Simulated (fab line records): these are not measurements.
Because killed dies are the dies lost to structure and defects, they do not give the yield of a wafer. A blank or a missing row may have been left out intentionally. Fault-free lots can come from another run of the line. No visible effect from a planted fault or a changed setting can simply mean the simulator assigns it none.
Comparing a struck lot with a sound one / flow berkeley-cmos170 / 43 steps out of a route of 331
Sound: wafers L890.1, L890.2, L890.4. Wafers struck: L895.3, L895.4. At the end, the cause is stated.
At each step with rows: each side's tool, then ch and its chambers, then its first start. Under that, the readings that differ: sound wafers / struck wafers / difference of the means / sigmas: that difference in standard deviations of wafers without a fault.
alike: words and numbers the same on both sides, and readings whose means are apart by under 2 such deviations; not compared: readings that were withheld, readings missing a value for some wafer, numbers with overlapping values and no deviation given by the record, and bounds like >300 which may hide the same value.
Wherever a step has rows on one side only, a row that says differs or no value, or a row with sigmas, the two part there. Numbers that have no deviation but don't overlap get no sigmas and don't part them. A reading that every wafer of one side lacks parts them only if that side has two wafers or more.

first, 6 steps without rows for these wafers: UCB170_CONTACT_COAT_09; UCB170_CONTACT_COAT_10 (resist thk 900 nm); UCB170_CONTACT_SOFTBAKE_11 (time 60 s); UCB170_CONTACT_EXPOSE_12 (exposes mask CONT, target cd 700 nm); UCB170_CONTACT_PEB_13; UCB170_CONTACT_DEVELOP_14 (develop time 45 s).
UCB170_CONTACT_CD_MEAS_15 targets a cd of 700 nm.
  sound on cd-sem-01 at day 7 01:28; struck on cd-sem-02 at day 8 18:02
  alike: cd-nm
UCB170_CONTACT_OVL_MEAS_16:
  sound on overlay-02 at day 7 01:35; struck on overlay-02 at day 8 18:07
  alike: CONTACT_OVL
UCB170_CONTACT_ETCH_17: etches BARC in N2/H2.
  sound on rie-diel-02 ch 0,2,3, day 7 01:38; struck on rie-diel-03 ch 0,3, day 8 18:08
  alike: chamber-pressure-mTorr, drypump-motor-current-A, oes-product-au, throttle-valve-pct
then, 1 step without rows for these wafers: UCB170_CONTACT_ETCH_18 (etches PSG in CHF3/CF4/Ar, stops on TiSi2, target depth 840 nm, time 195 s).
UCB170_CONTACT_STRIP_19: strips in O2.
  sound on plasma-asher-04 ch 0,1, day 7 01:48; struck on plasma-asher-03 ch 0,1, day 8 18:20
reading=oes-product-au (a.u.); sound=0.722 0.724 0.718; struck=0.733 0.734; difference=+0.012; sigmas=+3
  alike: chamber-pressure-mTorr, drypump-motor-current-A
  not compared: rf-hours-counter-h
UCB170_CONTACT_CD_MEAS_90 targets a cd of 700 nm.
  sound on cd-sem-02 at day 7 01:54; struck on cd-sem-01 at day 8 18:27
  alike: cd-nm
UCB170_CONTACT_CLEAN_20: cleans in SPM, time 600 s.
  sound on wet-bench-01 ch 0, day 7 02:01; struck on wet-bench-03 ch 1, day 8 18:32
UCB170_M1_SPUTTER_00: material Al, target thk 600 nm, time 80 s.
  sound on pvd-sputter-04 at day 7 02:12; struck on pvd-sputter-04 at day 8 18:42
  alike: cathode-dc-power-W, throttle-valve-pct
UCB170_M1_RS_MEAS_01: measures by four-point-probe.
  sound on film-metro-04 at day 7 02:16; struck on film-metro-02 at day 8 18:48
  alike: M1_AL_RS
UCB170_M1_THK_MEAS_02: measures by xrf.
  sound on film-metro-04 at day 7 02:23; struck on film-metro-02 at day 8 18:54
  alike: M1_AL_THK
then, 6 steps without rows for these wafers: UCB170_M1_COAT_03; UCB170_M1_COAT_04 (resist thk 900 nm); UCB170_M1_SOFTBAKE_05 (time 60 s); UCB170_M1_EXPOSE_06 (exposes mask METAL1, target cd 700 nm); UCB170_M1_PEB_07; UCB170_M1_DEVELOP_08 (develop time 45 s).
UCB170_M1_CD_MEAS_09 targets a cd of 700 nm.
  sound on cd-sem-02 at day 7 03:45; struck on cd-sem-01 at day 8 19:50
  alike: cd-nm
UCB170_M1_OVL_MEAS_10:
  sound on overlay-02 at day 7 03:52; struck on overlay-02 at day 8 19:55
  alike: M1_OVL
UCB170_M1_ETCH_11: etches BARC in N2/H2.
  sound on rie-diel-03 ch 0,1,2, day 7 03:55; struck on rie-diel-04 ch 0,3, day 8 19:56
  alike: chamber-pressure-mTorr, drypump-motor-current-A, oes-product-au, throttle-valve-pct
then, 2 steps without rows for these wafers: UCB170_M1_METAL_ETCH_12 (etches Al in Cl2/BCl3, stops on PSG, target depth 780 nm, time 130 s); UCB170_M1_STRIP_13 (strips in O2).
UCB170_M1_CD_MEAS_90 targets a cd of 700 nm.
  sound on cd-sem-02 at day 7 04:11; struck on cd-sem-01 at day 8 20:16
  alike: cd-nm
then, 2 steps without rows for these wafers: UCB170_M1_ANNEAL_14 (time 1200 s); UCB170_V1_CVD_00 (deposits SiO2 from TEOS/O2, target thk 2000 nm, time 250 s).
UCB170_V1_THK_MEAS_01:
  sound on film-metro-02 at day 7 08:04; struck on film-metro-01 at day 9 00:28
  alike: V1_TEOS_THK
UCB170_V1_CMP_02: polishes SiO2.
  sound on cmp-01 ch 0,1,3, day 7 08:22; struck on cmp-02 ch 0,2, day 9 00:31
reading=slurry-flow-ml-min; sound=150.6 150.4 150.5; struck=149.0 149.9; difference=-1.1; sigmas=-2
  alike: motor-current-A
UCB170_V1_BOW_MEAS_03:
  sound on film-metro-01 at day 7 08:40; struck on film-metro-01 at day 9 00:51
  alike: V1_BOW
UCB170_V1_THK_MEAS_04:
  sound on film-metro-01 at day 7 08:47; struck on film-metro-01 at day 9 00:57
reading=V1_POLISHED_THK (nm); sound=998.5 1002.5 1003.4; struck=998.9 997.3; difference=-3.4; sigmas=-2
then, 7 steps without rows for these wafers: UCB170_V1_CLEAN_05 (cleans in DIW); UCB170_V1_HMDS_06 (prime time 60 s); UCB170_V1_COAT_07 (resist thk 900 nm); UCB170_V1_SOFTBAKE_08 (time 60 s); UCB170_V1_EXPOSE_09 (exposes mask VIA1, target cd 700 nm); UCB170_V1_PEB_10; UCB170_V1_DEVELOP_11 (develop time 45 s).
UCB170_V1_CD_MEAS_12 targets a cd of 700 nm.
  sound on cd-sem-02 at day 7 10:42; struck on cd-sem-02 at day 9 04:13
  alike: cd-nm
UCB170_M3_PROBE_99:
  only the struck wafers here have rows in the record (prober-02, day 9 16:39); the sound ones have none

== WHERE THEY PART ==
First at UCB170_CONTACT_STRIP_19; last, within this record, at UCB170_M3_PROBE_99.

WHY: the cause the simulator had injected
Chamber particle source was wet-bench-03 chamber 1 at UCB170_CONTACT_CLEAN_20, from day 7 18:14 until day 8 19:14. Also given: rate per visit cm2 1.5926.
